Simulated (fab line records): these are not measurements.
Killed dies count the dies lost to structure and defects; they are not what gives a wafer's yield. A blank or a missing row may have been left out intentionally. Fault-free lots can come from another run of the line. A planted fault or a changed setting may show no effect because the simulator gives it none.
Code-filled problem report in 8D (eight disciplines) form	flow berkeley-cmos170	the parts of the form that need people (team, actions taken, sign-off) are left out

1. THE ISSUE
Mean of o2-flow-sccm at UCB170_V2_STRIP_15: 321.1 sccm across 6 wafers in 2 lots; on wafers with no fault it is 400.3 sccm (standard deviation 1.3). Measured from the usual mean, that is -61 standard deviations.
The step: strips in O2.
The first sign was on wafer L635.1 at day 9 13:02, on plasma-asher-02. At this step, 42 wafers from 14 lots have a number in the record. The rule behind "out" and "out of limits": a value lying over 4 standard deviations away from the usual mean. All remaining wafers that have a number are taken as sound.

2. WHAT IT IS AND WHAT IT IS NOT
question	is	is not
which readings at this step	o2-flow-sccm	-
which lots	L635, L637	L622, L623, L624, L625, L627, L628, L629, L630, L632, L642, L644, L645
which wafers of those lots	all that have a number	-
read on which tools	plasma-asher-02	plasma-asher-03, plasma-asher-04
when	from day 9 13:02	up to then (27 sound wafers); but 9 sound wafers of L642, L644, L645 came after

3. SUSPECTS, AND WHAT RULES EACH OUT
Counting: a tool at a process step up to the reading stays a suspect if it ran every lot that is out and no sound lot after the first of them.
- cmp-02 at UCB170_V1_CMP_02 (polishes SiO2): ruled out as a lasting fault. Sound lots L642, L644, L645 ran on it after its first lot that is out, L635 (day 9 05:28).
- cmp-01 at UCB170_V2_CMP_02 (polishes SiO2): ruled out as a lasting fault. Sound lots L644, L645 ran on it after its first lot that is out, L635 (day 9 10:57).
- plasma-asher-02 at UCB170_V2_STRIP_15 (strips in O2): kept. All lots that are out passed through it, beginning with L635 at day 9 13:02, and no sound lot followed; its final sound lot before that point was L632 at day 9 09:05. Its own readings are out on those wafers: o2-flow-sccm.
After counting, what remains is plasma-asher-02 at UCB170_V2_STRIP_15.

4. THE CAUSE (what the simulator had put in)
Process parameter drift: plasma-asher-02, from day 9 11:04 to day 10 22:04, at UCB170_V2_STRIP_15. Setting o2-flow-sccm, moved by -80, from 400. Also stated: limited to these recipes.
This tool alone remained once counting was done.

5. THE CHAIN OF EFFECTS, in route order
Rows list readings where the struck wafers' mean (over those with a number) sits beyond 3 standard deviations from the usual. Scope: only readings with a usual standard deviation given in the record; hours: median across lots of the time from each lot's start at the first step in this table that gives one to its start at this step; sigmas: change in usual standard deviations.
hours	step	reading	usual	on struck wafers	change	sigmas
0	UCB170_V2_STRIP_15	o2-flow-sccm	400.3 sccm	321.1	-79.2	-61
0	UCB170_V2_STRIP_15	oes-product-au	0.722 a.u.	0.704	-0.018	-4.2
0	UCB170_V2_STRIP_15	strip-time-to-endpoint-s	15.32 s	15.79	+0.47	+4.3
Process steps it contains:
- UCB170_V2_STRIP_15: strips in O2.

6. HOW IT WOULD HAVE BEEN CAUGHT EARLIER
The fault began at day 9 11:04; the first out-of-limits reading in this record came at day 9 13:02, 2 hours later.
